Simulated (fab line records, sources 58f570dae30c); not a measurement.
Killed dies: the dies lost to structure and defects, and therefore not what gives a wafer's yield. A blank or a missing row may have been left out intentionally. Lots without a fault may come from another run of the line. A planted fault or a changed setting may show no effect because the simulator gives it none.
Problem report in the 8D (eight disciplines) form, filled by code | flow berkeley_cmos170 | the parts of the form that need people (team, actions taken, sign-off) are left out

## 1. THE ISSUE
At UCB170_PSD_CD_MEAS_06, cd_nm averages 1210.8 nm over 6 wafers from 2 lots, while fault-free wafers read 1200.4 nm, standard deviation 1.6. Relative to the usual mean, that is a shift of +6.5 standard deviations.
The step: target cd 1200 nm.
The first sign was on wafer L816.2 at day 10 21:17, on cd_sem-01. At this step, 42 wafers from 14 lots have a number in the record. Rule for "out" (also "out of limits"): further than 4 standard deviations from the usual mean. The rest of the wafers with a number are treated as sound.

## 2. WHAT IT IS AND WHAT IT IS NOT
question                    | is                     | is not
which readings at this step | cd_nm                  | -
which lots                  | L816, L818             | L802, L803, L804, L805, L808, L812, L813, L814, L815, L817, L823, L825
which wafers of those lots  | all that have a number | -
read on which gauges        | cd_sem-01, cd_sem-02   | -
when                        | from day 10 21:17      | up to then (27 sound wafers); but 9 sound wafers of L817, L823, L825 came after

## 3. WHAT RULES OUT EACH SUSPECT
Counting: a tool at any process step up to the reading remains a suspect when it ran all the lots that are out and ran no sound lot after the first of those.
- the gauge at UCB170_PSD_CD_MEAS_06 has been ruled out. Those wafers that are out were read across 2 gauges (cd_sem-01, cd_sem-02).
- krf_scanner-02 at UCB170_PSD_EXPOSE_03 (exposes mask PSELECT MOD, target cd 1200 nm): kept. Every lot that is out went through it, starting with L816 (day 10 20:41), and after that it ran no sound lot; the last sound lot it ran before then is L815 (day 10 07:36). Its own readings are out on those wafers: exposure_dose_mJ_cm2.
Left after counting: krf_scanner-02 at UCB170_PSD_EXPOSE_03.

## 4. THE CAUSE (what the simulator had put in)
Process parameter drift: krf_scanner-02, from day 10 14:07 on, at UCB170_PSD_EXPOSE_03. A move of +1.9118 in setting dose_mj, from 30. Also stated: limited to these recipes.
The count eliminated every tool but this one.

## 5. SEQUENCE OF EFFECTS, ordered by route
One row per reading whose mean, taken over the struck wafers that have a number, lies over 3 standard deviations from the usual. Only readings whose record carries a usual standard deviation are examined. hours: median over the lots of the time between each lot's start at the first step of this table that gives one and its start at this step. sigmas: the change, counted in usual standard deviations.
hours | step                  | reading              | usual     | on struck wafers | change | sigmas
0     | UCB170_PSD_EXPOSE_03  | exposure_dose_mJ_cm2 | 29.985    | 31.729           | +1.744 | +67
0     | UCB170_PSD_CD_MEAS_06 | cd_nm                | 1200.4 nm | 1210.8           | +10.4  | +6.5
Process steps it contains:
- UCB170_PSD_EXPOSE_03: exposes mask PSELECT MOD, target cd 1200 nm.

## 6. WHAT WOULD HAVE CAUGHT IT SOONER
In this record the first reading out of limits at a measuring or inspecting step was taken at day 10 21:17, 7 hours after the fault began at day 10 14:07.
At UCB170_PSD_EXPOSE_03, the tool's own readings (exposure_dose_mJ_cm2) were out on each struck wafer the step has a row for, so an alarm limit on them would have fired on the first such wafer.
L818, from the lots that are out (2), started UCB170_PSD_EXPOSE_03 on krf_scanner-02 later than day 10 21:17. Putting the tool on hold at that point would have spared it.
